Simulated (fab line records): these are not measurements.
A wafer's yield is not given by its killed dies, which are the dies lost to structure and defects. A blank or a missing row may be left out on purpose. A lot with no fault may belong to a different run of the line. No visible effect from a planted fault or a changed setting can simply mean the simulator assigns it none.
Which tool was responsible?    flow berkeley cmos170    39 wafers from 13 lots sampled at 2 of the route's 331 steps

== WHAT THE GAUGES SHOWED, per wafer ==
UCB170_NWELL_THK_MEAS_05. Usual: NWELL_NITRIDE_THK typically reads 225.1 nm, with standard deviation 2.4.
lot   measured     on             NWELL_NITRIDE_THK (nm)  flag
L464  day 2 09:31  film metro-04  224.5 226.2 225.1       
L465  day 2 09:31  film metro-03  224.1 224.7 223.1       
L466  day 2 18:16  film metro-04  225.5 225.7 226.5       
L468  day 2 23:04  film metro-04  254.1 253.9 252.1       OFF
L469  day 3 06:18  film metro-03  247.8 247.7 248.7       OFF
L477  day 4 22:07  film metro-03  227.4 229.8 229.1       
L481  day 5 19:27  film metro-04  220.2 218.0 219.7       
L482  day 5 23:32  film metro-03  226.5 226.9 227.1       
L483  day 6 05:17  film metro-01  223.2 224.4 225.0       
L484  day 6 16:56  film metro-01  226.8 226.1 227.9       
L485  day 6 16:57  film metro-03  227.1 224.6 227.8       
L486  day 7 00:59  film metro-04  223.5 224.6 225.1       
L487  day 7 02:09  film metro-01  223.1 224.7 225.0       

== TOOL THAT RAN EACH LOT (tool first, then ch and the chambers of the sampled wafers, then the start) ==
lot   UCB170_NWELL_CVD_04
L464  lpcvd-02 ch 1, day 2 07:34
L465  lpcvd-02 ch 1, day 2 07:34
L466  lpcvd-02 ch 1, day 2 16:20
L468  lpcvd-02 ch 0, day 2 21:07
L469  lpcvd-02 ch 0, day 3 04:22
L477  lpcvd-01 ch 0, day 4 20:11
L481  lpcvd-01 ch 0, day 5 17:30
L482  lpcvd-01 ch 1, day 5 21:35
L483  lpcvd-01 ch 1, day 6 03:20
L484  lpcvd-02 ch 1, day 6 14:55
L485  lpcvd-02 ch 0, day 6 14:55
L486  lpcvd-01 ch 0, day 6 23:04
L487  lpcvd-02 ch 0, day 7 00:12
- UCB170_NWELL_CVD_04: deposits Si3N4 from SiH2Cl2/NH3, target thk 224 nm, time 3360 s.

== AS READ BY THE TOOLS THEMSELVES (means over the sampled wafers that have a number; for cases with no such wafer, the mark the record gives instead) ==
UCB170_NWELL_CVD_04. Usual: nh3 flow sccm reads 75.04 sccm (standard deviation 0.22).
lot   tool      nh3 flow sccm (sccm)  flag
L464  lpcvd-02  75.14                 
L465  lpcvd-02  75.11                 
L466  lpcvd-02  74.81                 
L468  lpcvd-02  74.95                 
L469  lpcvd-02  75.06                 
L477  lpcvd-01  75.13                 
L481  lpcvd-01  75.42                 
L482  lpcvd-01  74.96                 
L483  lpcvd-01  75.16                 
L484  lpcvd-02  74.68                 
L485  lpcvd-02  74.83                 
L486  lpcvd-01  74.97                 
L487  lpcvd-02  75.20                 

== THE ANSWER, worked out from the rows above alone ==
Rule: lot off if the mean of its wafers having a number is beyond 3 standard deviations from the usual mean. A lot without any number at a reading at which 4 lots or more have one is off too. Where the step has rows for the other lots, those lots are counted as sound. The gauges are gone through in route order, then the tools' own readings, and for those a lot's mean is taken as printed above. At the first step where some lot is off, the reading lying furthest off is the one used; lots without a number count as furthest.
Off: L468, L469, at UCB170_NWELL_THK_MEAS_05 (NWELL_NITRIDE_THK).
A tool fits if, at a process step before that reading, it ran every lot that is off, and no sound lot after the first of them. Those tools and the gauges at UCB170_NWELL_THK_MEAS_05 are tried in the same way. None of those tried fits.

== WHAT THE SIMULATOR HAD INSERTED ==
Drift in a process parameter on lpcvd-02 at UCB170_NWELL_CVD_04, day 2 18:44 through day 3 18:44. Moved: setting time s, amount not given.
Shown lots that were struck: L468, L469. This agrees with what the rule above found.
